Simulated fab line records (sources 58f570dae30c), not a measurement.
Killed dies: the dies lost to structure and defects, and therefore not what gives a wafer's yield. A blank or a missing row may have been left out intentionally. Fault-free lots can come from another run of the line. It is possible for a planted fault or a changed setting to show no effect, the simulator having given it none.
Which tool is to blame? | flow berkeley_cmos170 | Sampling: 15 lots, 45 wafers, 4 of 331 route steps

== WHAT THE GAUGES SHOWED, per wafer ==
UCB170_NSD_CD_MEAS_06 targets a cd of 1200 nm. Usual: cd_nm 1199.6 nm, standard deviation 1.3.
lot  | measured     | on        | cd_nm (nm)           | flag
L929 | day 9 02:59  | cd_sem-02 | 1197.0 1197.3 1198.6 |
L930 | day 9 03:17  | cd_sem-01 | 1202.0 1199.6 1200.7 |
L931 | day 9 17:26  | cd_sem-01 | 1201.7 1202.5 1201.3 |
L934 | day 10 12:39 | cd_sem-02 | 1197.9 1199.3 1199.2 |
L935 | day 10 13:21 | cd_sem-02 | 1198.7 1198.3 1200.6 |
L936 | day 11 03:33 | cd_sem-01 | 1198.2 1198.0 1198.3 |
L937 | day 11 03:45 | cd_sem-01 | 1199.8 1200.2 1200.1 |
L939 | day 11 03:59 | cd_sem-01 | 1198.9 1199.6 1199.0 |
L943 | day 11 14:49 | cd_sem-02 | 1200.1 1200.2 1198.6 |
L945 | day 12 01:16 | cd_sem-01 | 1198.7 1199.6 1198.2 |
L946 | day 12 01:31 | cd_sem-01 | 1198.5 1199.6 1199.0 |
L944 | day 12 01:40 | cd_sem-02 | 1197.6 1197.4 1196.6 |
L948 | day 12 05:20 | cd_sem-01 | 1198.6 1197.6 1199.1 |
L950 | day 13 06:47 | cd_sem-02 | 1200.2 1198.6 1199.9 |
L951 | day 13 07:28 | cd_sem-02 | 1200.9 1199.8 1200.2 |

UCB170_M2_OVL_MEAS_16. Usual: M2_OVL 1 nm, standard deviation 6.1.
lot  | measured     | on         | M2_OVL (nm) | flag
L929 | day 9 17:38  | overlay-01 | -4 -3 1     |
L930 | day 9 19:47  | overlay-01 | 2 3 5       |
L931 | day 10 14:19 | overlay-01 | 9 16 14     |
L934 | day 11 06:52 | overlay-02 | -2 1 -6     |
L935 | day 11 14:35 | overlay-01 | 5 5 7       |
L936 | day 12 02:50 | overlay-01 | 2 1 6       |
L937 | day 12 02:02 | overlay-01 | 4 5 3       |
L939 | day 12 04:16 | overlay-01 | 0 3 1       |
L943 | day 12 13:14 | overlay-02 | 3 2 -5      |
L945 | day 12 21:54 | overlay-02 | 1 0 -3      |
L946 | day 12 23:21 | overlay-01 | 4 4 1       |
L944 | day 13 00:07 | overlay-01 | -14 -13 -18 |
L948 | day 13 02:23 | overlay-01 | -3 -5 0     |
L950 | day 14 00:14 | overlay-01 | 10 4 4      |
L951 | day 14 05:00 | overlay-02 | -1 -6 -3    |

== EACH LOT AND THE TOOL THAT RAN IT (in order: tool; ch and the chambers of the sampled wafers; start) ==
lot  | UCB170_M1_METAL_ETCH_12           | UCB170_V1_CMP_02
L929 | rie_metal-03 ch 0,1, day 9 11:06  | cmp-02 ch 0,1,3, day 9 13:05
L930 | rie_metal-01 ch 0,1, day 9 11:58  | cmp-02 ch 0,1,2, day 9 14:20
L931 | rie_metal-03 ch 0,1, day 10 04:43 | cmp-01 ch 0,2,3, day 10 06:44
L934 | rie_metal-03 ch 0,1, day 10 22:56 | cmp-01 ch 0,1,3, day 11 00:55
L935 | rie_metal-01 ch 0,1, day 11 01:35 | cmp-01 ch 1,3, day 11 04:31
L936 | rie_metal-04 ch 0, day 11 16:01   | cmp-01 ch 1,3, day 11 17:58
L937 | rie_metal-03 ch 0,1, day 11 16:17 | cmp-02 ch 1,3, day 11 19:18
L939 | rie_metal-04 ch 0,1, day 11 17:44 | cmp-01 ch 0,1,2, day 11 20:35
L943 | rie_metal-01 ch 0,1, day 12 02:49 | cmp-01 ch 0,3, day 12 04:48
L945 | rie_metal-04 ch 0,1, day 12 11:54 | cmp-01 ch 1,3, day 12 13:46
L946 | rie_metal-01 ch 0,1, day 12 13:35 | cmp-02 ch 2,3, day 12 15:29
L944 | rie_metal-04 ch 0,1, day 12 13:43 | cmp-02 ch 0,1,2, day 12 16:49
L948 | rie_metal-04 ch 0,1, day 12 17:37 | cmp-02 ch 0,2,3, day 12 20:45
L950 | rie_metal-01 ch 0,1, day 13 18:01 | cmp-01 ch 0,1,3, day 13 19:58
L951 | rie_metal-01 ch 0,1, day 13 20:51 | cmp-01 ch 1,2,3, day 13 23:23
- UCB170_M1_METAL_ETCH_12: etches Al in Cl2/BCl3, stops on PSG, target depth 780 nm, time 130 s.
- UCB170_V1_CMP_02: polishes SiO2.

== WHAT THE TOOLS THEMSELVES READ (means of the sampled wafers that have a number; where no wafer has one, the mark that the record gives instead) ==
UCB170_M1_METAL_ETCH_12. Usual: drypump_motor_current_A 5.2 A, standard deviation 0.37; oes_product_au 0.852 a.u., standard deviation 0.012; rf_fwd_power_W 597.2 W, standard deviation 2.1; throttle_valve_pct 24.4 %, standard deviation 0.36.
lot  | tool         | drypump_motor_current_A (A) | oes_product_au (a.u.) | rf_fwd_power_W (W) | throttle_valve_pct (%) | flag
L929 | rie_metal-03 | 5.5                         | 0.852                 | 596.7              | 24.1                   |
L930 | rie_metal-01 | 5.0                         | 0.839                 | 597.3              | 24.4                   |
L931 | rie_metal-03 | 5.2                         | 0.847                 | 596.9              | 24.3                   |
L934 | rie_metal-03 | 5.5                         | 0.853                 | 594.8              | 24.1                   |
L935 | rie_metal-01 | 4.9                         | 0.849                 | 596.2              | 24.4                   |
L936 | rie_metal-04 | 5.7                         | 0.863                 | 598.0              | 23.9                   |
L937 | rie_metal-03 | 5.2                         | 0.850                 | 594.7              | 24.3                   |
L939 | rie_metal-04 | 5.4                         | 0.869                 | 596.6              | 24.6                   |
L943 | rie_metal-01 | 5.0                         | 0.846                 | 598.6              | 24.4                   |
L945 | rie_metal-04 | 5.4                         | 0.857                 | 550.7              | 24.6                   | OFF
L946 | rie_metal-01 | 4.9                         | 0.853                 | 598.1              | 24.5                   |
L944 | rie_metal-04 | 5.5                         | 0.861                 | 573.5              | 24.3                   | OFF
L948 | rie_metal-04 | 5.4                         | 0.874                 | 549.8              | 24.6                   | OFF
L950 | rie_metal-01 | 4.9                         | 0.848                 | 599.4              | 24.5                   |
L951 | rie_metal-01 | 5.0                         | 0.845                 | 596.9              | 24.4                   |

UCB170_V1_CMP_02. Usual: motor_current_A 17.3 A, standard deviation 1.8.
lot  | tool   | motor_current_A (A) | flag
L929 | cmp-02 | 15.7                |
L930 | cmp-02 | 17.3                |
L931 | cmp-01 | 17.9                |
L934 | cmp-01 | 17.3                |
L935 | cmp-01 | 16.9                |
L936 | cmp-01 | 17.4                |
L937 | cmp-02 | 15.4                |
L939 | cmp-01 | 17.7                |
L943 | cmp-01 | 19.1                |
L945 | cmp-01 | 17.5                |
L946 | cmp-02 | 18.3                |
L944 | cmp-02 | 16.8                |
L948 | cmp-02 | 17.0                |
L950 | cmp-01 | 17.8                |
L951 | cmp-01 | 17.0                |

== THE ANSWER, worked out from the rows above alone ==
Rule: lot off if the mean of its wafers having a number is beyond 3 standard deviations from the usual mean. A lot without any number at a reading at which 4 lots or more have one is off too. The other lots that the step has rows for count as sound. After the gauges, taken in route order, come the tools' own readings; for these a lot's mean is taken, as printed above. The first step at which some lot is off is used, and at that step the reading that is off furthest; a lot without a number counts as furthest.
Off at UCB170_M1_METAL_ETCH_12 (rf_fwd_power_W): L945, L944, L948.
If a tool, at that step or one of the process steps before it, ran each lot that is off and ran no sound lot following the first of them, it fits. One fits: UCB170_M1_METAL_ETCH_12 on rie_metal-04. Its last sound lot is L939 (day 11 17:44), its first lot that is off L945 (day 12 11:54): a fault that began between those two fits.
On the lots that are off, the tool's own readings at UCB170_M1_METAL_ETCH_12 differ by more than 5 times the standard deviation of the sound lots' means, which bears it out; rf_fwd_power_W reads 558.0 W there versus 597.0 W on the sound lots.

== WHAT HAD BEEN PUT IN BY THE SIMULATOR ==
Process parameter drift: rie_metal-04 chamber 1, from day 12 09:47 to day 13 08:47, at UCB170_M1_METAL_ETCH_12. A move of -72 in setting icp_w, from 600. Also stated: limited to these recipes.
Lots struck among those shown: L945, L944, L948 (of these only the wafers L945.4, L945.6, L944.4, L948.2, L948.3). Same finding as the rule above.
